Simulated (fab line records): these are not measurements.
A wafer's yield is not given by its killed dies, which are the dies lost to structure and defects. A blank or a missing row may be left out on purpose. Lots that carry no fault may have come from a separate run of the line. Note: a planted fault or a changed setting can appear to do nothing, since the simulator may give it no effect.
A lot that was struck, set against a sound lot / flow berkeley cmos170 / 16 out of 331 route steps
Sound: wafers L188.3, L188.4, L188.5. Wafers L197.1, L197.5, L197.6 were the ones struck. The cause is named last.
For every step that has rows: the tool of each side, followed by ch and its chambers, followed by its first start. Under that, the readings that differ: sound wafers / struck wafers / difference of the means / sigmas: that difference in standard deviations of wafers without a fault.
alike: same words and numbers on both sides, and readings whose means sit less than 2 such deviations apart. not compared: any withheld reading, any reading some wafer has no value for, any bound like >300 that may hide the same value, and any number with overlapping values for which the record gives no deviation.
The two part at a step that has a row with sigmas, a row that says differs or no value, or rows on one side only. Numbers that have no deviation but don't overlap get no sigmas and don't part them. Lack of a reading on every wafer of one side parts them only where that side has two or more wafers.

first, 1 step without rows for these wafers: UCB170_START_OXIDATION_02 (target thk 20 nm, ox time 1800 s).
UCB170_START_THK_MEAS_03:
  struck on film metro-03, day 4 09:48; sound on film metro-02, day 2 13:27
  alike: START_OXIDE_THK
then, 7 steps without rows for these wafers: UCB170_START_ANNEAL_04 (time 1200 s); UCB170_ZERO_HMDS_00 (prime time 60 s); UCB170_ZERO_COAT_01 (resist thk 900 nm); UCB170_ZERO_SOFTBAKE_02 (time 60 s); UCB170_ZERO_EXPOSE_03 (exposes mask PM MARKS, target cd 4000 nm); UCB170_ZERO_PEB_04; UCB170_ZERO_DEVELOP_05 (develop time 45 s).
UCB170_ZERO_ETCH_06: etches SiO2 in CHF3/CF4/Ar, time 12 s.
  sound on rie diel-04 ch 0,3, day 2 20:02; struck on rie diel-02 ch 0,2,3, day 4 16:13
  alike: cf4 flow sccm, drypump motor current A, oes product au, throttle valve pct
  not compared: rf hours counter h
UCB170_ZERO_STRIP_07: strips in O2.
  sound on plasma asher-01 ch 0,1, day 2 20:06; struck on plasma asher-02 ch 0,1, day 4 16:14
  alike: drypump motor current A, oes product au, strip time to endpoint s
  not compared: rf hours counter h
then, 1 step without rows for these wafers: UCB170_NWELL_WET_ETCH_00 (etches SiO2 in dHF, time 200 s).
UCB170_NWELL_OXIDATION_01: target thk 26.4 nm, ox time 1260 s.
  sound on furnace-04 ch 0, day 2 20:52; struck on furnace-02 ch 0, day 4 18:26
UCB170_NWELL_THK_MEAS_02:
  struck on film metro-04, day 4 19:53; sound on film metro-02, day 2 22:17
reading=NWELL_OXIDE_THK (nm); sound=26.9 27.3 26.8; struck=38.0 38.4 37.6; difference=+11.0; sigmas=+23
then, 2 steps without rows for these wafers: UCB170_NWELL_ANNEAL_03 (time 900 s); UCB170_M3_PROBE_99.

WHERE THEY PART
Only at UCB170_NWELL_THK_MEAS_02, as far as this record shows.

WHY: the cause the simulator had injected
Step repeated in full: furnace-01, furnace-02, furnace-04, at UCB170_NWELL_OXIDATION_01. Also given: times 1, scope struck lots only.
